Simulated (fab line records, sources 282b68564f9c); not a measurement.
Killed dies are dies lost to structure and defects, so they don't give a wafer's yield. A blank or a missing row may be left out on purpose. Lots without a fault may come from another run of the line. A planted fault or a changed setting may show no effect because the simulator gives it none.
Which tool did it? | flow rit_cmos | 14 lots, 42 wafers sampled, at 3 steps of a route of 202

WHAT THE GAUGES READ, wafer by wafer
RIT_PWELL_TW_MEAS_10.
lot  | measured    | on            | PWELL_TW
L723 | day 2 02:52 | film_metro-04 | 949 945 950
L725 | day 2 10:08 | film_metro-04 | 946 944 946
L726 | day 2 13:56 | film_metro-04 | 950 944 943
L728 | day 2 23:47 | film_metro-04 | 949 945 948
L729 | day 3 05:59 | film_metro-02 | 937 932 940
L730 | day 3 09:17 | film_metro-02 | 933 932 932
L731 | day 3 15:26 | film_metro-03 | 945 945 940
L732 | day 3 20:34 | film_metro-04 | 955 957 951
L734 | day 4 05:37 | film_metro-03 | 942 937 941
L735 | day 4 10:43 | film_metro-02 | 869 870 876
L737 | day 4 22:29 | film_metro-03 | 870 871 872
L742 | day 5 22:41 | film_metro-02 | 940 937 942
L744 | day 6 07:29 | film_metro-03 | 934 932 932
L745 | day 6 13:22 | film_metro-03 | 932 926 928

RIT_WELLDRIVE_RS_MEAS_02: measures by four-point-probe.
lot  | measured    | on            | PWELL_RS (ohm/sq)
L723 | day 2 08:43 | film_metro-02 | 429.8 430.4 430.7
L725 | day 2 15:24 | film_metro-02 | 430.3 430.8 432.6
L726 | day 2 19:30 | film_metro-03 | 430.0 430.2 430.3
L728 | day 3 06:17 | film_metro-04 | 430.8 429.7 429.4
L729 | day 3 11:16 | film_metro-02 | 431.1 430.4 429.5
L730 | day 3 14:33 | film_metro-04 | 430.9 428.9 429.2
L731 | day 3 20:41 | film_metro-02 | 426.2 427.8 428.2
L732 | day 4 01:49 | film_metro-04 | 427.7 428.0 428.0
L734 | day 4 10:53 | film_metro-04 | 429.7 428.5 428.6
L735 | day 4 15:59 | film_metro-04 | 498.9 498.6 497.4
L737 | day 5 03:45 | film_metro-03 | 499.7 500.0 499.1
L742 | day 6 04:25 | film_metro-02 | 430.4 430.2 428.8
L744 | day 6 12:46 | film_metro-02 | 429.0 429.1 429.7
L745 | day 6 18:39 | film_metro-02 | 428.4 430.2 428.5

WHICH TOOL RAN EACH LOT (tool, then ch and the chambers of the sampled wafers, then the start)
lot  | RIT_PWELL_IMPLANT_08
L723 | implanter-02 ch 0, day 2 02:32
L725 | implanter-02 ch 0, day 2 09:49
L726 | implanter-03 ch 0, day 2 13:37
L728 | implanter-03 ch 0, day 2 23:29
L729 | implanter-02 ch 0, day 3 05:41
L730 | implanter-01 ch 0, day 3 08:58
L731 | implanter-03 ch 0, day 3 15:06
L732 | implanter-02 ch 0, day 3 20:14
L734 | implanter-03 ch 0, day 4 05:19
L735 | implanter-03 ch 0, day 4 10:24
L737 | implanter-03 ch 0, day 4 22:10
L742 | implanter-02 ch 0, day 5 22:23
L744 | implanter-01 ch 0, day 6 07:11
L745 | implanter-02 ch 0, day 6 13:04
- RIT_PWELL_IMPLANT_08

WHAT THE TOOLS THEMSELVES READ (means of the sampled wafers that have a number; where no wafer has one, the mark that the record gives instead)
RIT_PWELL_IMPLANT_08.
lot  | tool         | beam_on_s (s) | dose_ions_cm2 | faraday_current_uA | tilt_deg (degrees)
L723 | implanter-02 | 10.15         | 7e+13         | 219                | 7.002
L725 | implanter-02 | 9.83          | 7e+13         | 226                | 7.011
L726 | implanter-03 | 10.06         | 7e+13         | 221                | 6.996
L728 | implanter-03 | 10.00         | 7e+13         | 223                | 7.000
L729 | implanter-02 | 10.24         | 7e+13         | 217                | 7.011
L730 | implanter-01 | 10.09         | 7e+13         | 220                | 6.989
L731 | implanter-03 | 10.02         | 7e+13         | 222                | 6.985
L732 | implanter-02 | 9.89          | 7e+13         | 225                | 7.021
L734 | implanter-03 | 10.00         | 7e+13         | 223                | 7.012
L735 | implanter-03 | 10.02         | 6e+13         | 175                | 6.999
L737 | implanter-03 | 10.08         | 6e+13         | 174                | 6.996
L742 | implanter-02 | 9.91          | 7e+13         | 224                | 7.015
L744 | implanter-01 | 10.09         | 7e+13         | 220                | 6.989
L745 | implanter-02 | 9.79          | 7e+13         | 226                | 7.008

THE ANSWER, worked out from the rows above alone
Rule: what is usual is taken from the lots themselves. Put in order of their means at a reading, lots are off if they are a third of the lots or fewer, leave a main group of 4 or more, and stand apart from it by a gap of 3 or more times the standard deviation of the main group's means; of several such gaps the widest counts. A main group whose means are all the same, to the digits that the tables above print for the reading, isn't used. A lot without any number at a reading at which 4 lots or more have one is off too. The other lots that the step has rows for count as sound. The gauges are gone through in route order, then the tools' own readings, and for those a lot's mean is taken as printed above. The first step at which some lot is off is used, and at that step the reading that is off furthest; a lot without a number counts as furthest.
Off: L735, L737, at RIT_PWELL_TW_MEAS_10 (PWELL_TW). The main group: mean 941, standard deviation 7.3.
A tool fits if, at a process step before that reading, it ran every lot that is off, and no sound lot after the first of them. The gauges at RIT_PWELL_TW_MEAS_10 aren't tried: what is off there is off at RIT_PWELL_IMPLANT_08 too, on other tools, and a gauge's error can't cause that. One fits: implanter-03 at RIT_PWELL_IMPLANT_08. Its last sound lot is L734 (day 4 05:19), its first lot that is off L735 (day 4 10:24): a fault that began between those two fits.
The tool's own readings at RIT_PWELL_IMPLANT_08 bear it out: on the lots that are off they differ by more than 5 times the standard deviation of the sound lots' means. dose_ions_cm2 reads 6e+13 there against 7e+13 on the sound lots; faraday_current_uA reads 174 there against 222 on the sound lots.

WHAT THE SIMULATOR HAD PUT IN
Process parameter drift: implanter-03, from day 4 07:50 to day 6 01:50, at RIT_PWELL_IMPLANT_08. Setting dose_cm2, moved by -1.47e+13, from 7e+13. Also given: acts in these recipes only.
Lots struck among those shown: L735, L737. The rule above found the same.
